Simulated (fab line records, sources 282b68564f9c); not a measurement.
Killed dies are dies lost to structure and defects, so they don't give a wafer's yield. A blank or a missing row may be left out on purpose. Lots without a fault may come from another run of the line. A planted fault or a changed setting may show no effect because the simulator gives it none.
Split-lot experiment | flow rit_cmos | 5 lots, 23 wafers read, on a route of 202 steps

THE SPLIT
At RIT_NRETRO_IMPLANT_08, the setting dose_cm2 was moved away from the recipe's 1e+13 on 4 of the 23 wafers read, by -6.9% to +5.6%. The other wafers ran this setting at the recipe's value.

FROM THE SPLIT TO THE READING: what the file shows between them, 1 step
- RIT_NRETRO_STRIP_09: strips in O2, time 180 s

THE READING
NRETRO_TW, at RIT_NRETRO_TW_MEAS_10. Fault-free wafers of this fab line usually give 1049, standard deviation 7.7.

wafer  | tool, chamber at the split | dose_cm2 as run | against the recipe | NRETRO_TW | against lot-mates on the recipe
L075.1 | implanter-04, 0            | 1e+13           | recipe             | 1048      | -
L075.3 | implanter-04, 0            | 1e+13           | recipe             | 1052      | -
L075.5 | implanter-04, 0            | 1e+13           | recipe             | 1051      | -
L076.2 | implanter-03, 0            | 1.056e+13       | +5.6%              | 1066      | +13
L076.3 | implanter-03, 0            | 1e+13           | recipe             | 1051      | -
L076.4 | implanter-03, 0            | 1.056e+13       | +5.6%              | 1070      | +17
L076.5 | implanter-03, 0            | 1e+13           | recipe             | 1051      | -
L076.6 | implanter-03, 0            | 1e+13           | recipe             | 1057      | -
L077.1 | implanter-04, 0            | 1e+13           | recipe             | 1052      | -
L077.3 | implanter-04, 0            | 1e+13           | recipe             | 1054      | -
L077.4 | implanter-04, 0            | 1e+13           | recipe             | 1056      | -
L077.5 | implanter-04, 0            | 1e+13           | recipe             | 1058      | -
L077.6 | implanter-04, 0            | 1e+13           | recipe             | 1062      | -
L082.1 | implanter-04, 0            | 9.314e+12       | -6.9%              | 1034      | -21
L082.2 | implanter-04, 0            | 1e+13           | recipe             | 1056      | -
L082.4 | implanter-04, 0            | 9.314e+12       | -6.9%              | 1028      | -27
L082.5 | implanter-04, 0            | 1e+13           | recipe             | 1059      | -
L082.6 | implanter-04, 0            | 1e+13           | recipe             | 1050      | -
L083.1 | implanter-02, 0            | 1e+13           | recipe             | 1039      | -
L083.2 | implanter-02, 0            | 1e+13           | recipe             | 1035      | -
L083.3 | implanter-02, 0            | 1e+13           | recipe             | 1036      | -
L083.5 | implanter-02, 0            | 1e+13           | recipe             | 1035      | -
L083.6 | implanter-02, 0            | 1e+13           | recipe             | 1038      | -

THE FIT
A straight line over all 23 wafers: NRETRO_TW changes by +2.94 for each +1% of dose_cm2; r = +0.70; the points scatter about the line by 8.1.
The same after taking each lot's own level away (the mean of its wafers on the recipe; 23 wafers): +3.16 for each +1%; r = +0.94; scatter 3.
On that fit, the largest move of dose_cm2 shifts the reading by 22.
The lots' own levels span 1036.6 to 1056.4, that is 2.6 times the standard deviation above.
So the lot-to-lot level blurs the effect unless lot-mates are compared.
Check: with one of the wafers moved furthest among these (-6.9%) left out of the fit, the line predicts -22.7 for it against its lot-mates. It came out at -21 against them.

OTHER SPLITS ON THESE WAFERS
These wafers also went through other splits before the reading. Each is held against what the fit with the lots' levels taken away leaves over:
other split on the same wafers      | wafers away from the commonest value | r with NRETRO_TW (lot level and that fit taken away)
RIT_ACTIVE_OXIDATION_01 temp_c      | 18                                   | +0.10
RIT_ACTIVE_COAT_06 spin_rpm         | 7                                    | +0.22
RIT_ACTIVE_ETCH_13 over_etch_frac   | 5                                    | -0.22
RIT_FOX2_OXIDATION_00 temp_c        | 15                                   | +0.15
RIT_NWELL_COAT_01 resist_thk_nm     | 9                                    | +0.06
RIT_NWELL_DEVELOP_05 develop_time_s | 9                                    | -0.05

THE FILE'S OWN FIT
NRETRO_TW changes by +3.18 for each +1% of dose_cm2, r = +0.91.
